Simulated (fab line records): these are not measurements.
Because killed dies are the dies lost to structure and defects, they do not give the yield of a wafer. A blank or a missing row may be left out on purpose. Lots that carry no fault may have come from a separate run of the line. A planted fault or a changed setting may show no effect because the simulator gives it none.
The same fault as seen by 2 desks -- flow rit_cmos -- only its own numbers are on each desk; what lay behind them is given at the end

FROM THE METROLOGY DESK
What the gauges read, lot by lot, whatever tool the lot ran on: means of the sampled wafers that have a number. A lot is out of limits, marked OUT, if its mean lies more than 4 standard deviations from the usual mean; the brackets give that distance.
Columns: A = NRETRO_TW at RIT_NRETRO_TW_MEAS_10, usual 1062; B = PLDD_TW at RIT_PLDD_TW_MEAS_10, usual 2371
lot,first seen here,A,B
L319,day 2 10:39,1057,2346
L320,day 2 15:53,1059,2401
L321,day 2 21:31,1051,2360
L326,day 3 21:28,871 (-17) OUT,2402
L327,day 4 03:25,874 (-17) OUT,2344
L330,day 4 18:40,1081,2392
L331,day 4 23:16,1057,2355
L334,day 5 15:32,1050,2411
L336,day 6 04:52,1059,2370
L337,day 6 06:51,1056,2368
L338,day 6 10:08,1080,2362
L339,day 6 15:47,1082,2383
L340,day 6 20:35,1061,2357
L341,day 7 01:01,1048,2388
Per this desk, out of limits: L326, L327; the first was L326, day 3 21:28 (NRETRO_TW at RIT_NRETRO_TW_MEAS_10). Within limits: L319, L320, L321, L330, L331, L334, L336, L337, L338, L339, L340, L341.

THE TOOL OWNER'S DESK: implanter-01
The tool's own readings at RIT_NRETRO_IMPLANT_08, given as means over the sampled wafers that have a number, one for each lot that went through this tool. A lot is out of limits, marked OUT, if its mean lies more than 4 standard deviations from the usual mean; the brackets give that distance.
Columns: A = beam_on_s at RIT_NRETRO_IMPLANT_08, usual 10.00 s; B = dose_ions_cm2 at RIT_NRETRO_IMPLANT_08, usual 9.997e+12; C = faraday_current_uA at RIT_NRETRO_IMPLANT_08, usual 31.7
lot,first seen here,A,B,C
L319,day 2 10:19,9.93,1.000e+13,32.0
L321,day 2 21:11,9.85,9.991e+12,32.2
L326,day 3 21:08,10.00,5.480e+12 (-99 or more) OUT,17.5 (-22) OUT
L327,day 4 03:05,9.92,5.489e+12 (-99 or more) OUT,17.5 (-21) OUT
L339,day 6 15:28,10.13,1.001e+13,31.4
L340,day 6 20:16,10.11,9.995e+12,31.3
This desk's finding: out of limits on L326, L327; first on L326, day 3 21:08 (dose_ions_cm2 at RIT_NRETRO_IMPLANT_08). Within limits: L319, L321, L339, L340.

BROUGHT TOGETHER
An alarm could have come from the tool owner's desk at day 3 21:08, on L326, L327.
An alarm was possible from the metrology desk at day 3 21:28, on L326, L327.
The lots listed all ran RIT_NRETRO_IMPLANT_08 on implanter-01.

WHAT HAD BEEN PUT IN BY THE SIMULATOR
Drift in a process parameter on implanter-01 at RIT_NRETRO_IMPLANT_08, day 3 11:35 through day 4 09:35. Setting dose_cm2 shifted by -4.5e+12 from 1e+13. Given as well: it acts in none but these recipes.
Shown lots that were struck: L326, L327.
Fault start to first reading out of limits, in hours, per desk: tool owner, 10; metrology, 10.
